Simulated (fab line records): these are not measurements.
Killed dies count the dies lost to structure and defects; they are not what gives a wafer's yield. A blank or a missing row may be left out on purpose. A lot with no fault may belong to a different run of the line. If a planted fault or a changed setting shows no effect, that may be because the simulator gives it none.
2 desks, one fault ; flow ritCmos ; numbers are kept per desk, each desk with only its own; the story behind them comes last

METROLOGY DESK
What the gauges read, lot by lot, whatever tool the lot ran on: means of the sampled wafers that have a number. The brackets show how far a lot's mean lies from the usual mean; more than 4 standard deviations puts the lot out of limits, marked OUT.
Columns: A = NWELL_OVL at RIT_NWELL_OVL_MEAS_06, usual 1.8 nm
lot;first seen here;A
L978;day 1 20:15;3.1
L980;day 2 07:00;3.3
L981;day 2 12:05;0.2
L982;day 2 16:20;4.0
L983;day 2 21:19;1.1
L988;day 3 23:05;-146.4 (-99 or more) OUT
L990;day 4 08:59;-148.8 (-99 or more) OUT
L991;day 4 13:16;-147.8 (-99 or more) OUT
L994;day 5 04:17;1.3
L995;day 5 09:40;1.6
L996;day 5 14:18;2.7
L998;day 6 02:53;0.2
L999;day 6 07:13;2.6
L100;day 6 11:52;2.6
L101;day 6 17:38;2.4
Per this desk, out of limits: L988, L990, L991; the first was L988, day 3 23:05 (NWELL_OVL at RIT_NWELL_OVL_MEAS_06). Within limits: L978, L980, L981, L982, L983, L994, L995, L996, L998, L999, L100, L101.

THE TOOL OWNER'S DESK: ilineStepper-02
The tool's own readings at RIT_NWELL_EXPOSE_03 (exposes mask M2, target cd 43900 nm): means of the sampled wafers that have a number, for each lot that ran on this tool. The brackets show how far a lot's mean lies from the usual mean; more than 4 standard deviations puts the lot out of limits, marked OUT.
Columns: A = stageVelMmS at RIT_NWELL_EXPOSE_03, usual 500.01 mm/s
lot;first seen here;A
L981;day 2 11:39;500.26
L982;day 2 15:55;500.53
L988;day 3 22:41;499.72
L990;day 4 08:34;500.33
L991;day 4 12:51;499.68
This desk's verdict: no lot among the 5 shows anything out of limits.

ALL TOGETHER
On L988, L990, L991, the metrology desk was in a position to raise an alarm at day 3 23:05.
The tool owner's desk saw nothing out of limits.
The tool owner's desk has L988, L990, L991 on record, within its limits.
RIT_NWELL_EXPOSE_03 was run on ilineStepper-02 by each of the lots named.

WHAT THE SIMULATOR HAD PUT IN
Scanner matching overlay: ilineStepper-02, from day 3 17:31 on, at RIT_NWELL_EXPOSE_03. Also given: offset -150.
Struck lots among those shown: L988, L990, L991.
Time in hours between the start of the fault and the first out-of-limits reading at each desk: metrology desk, 6.
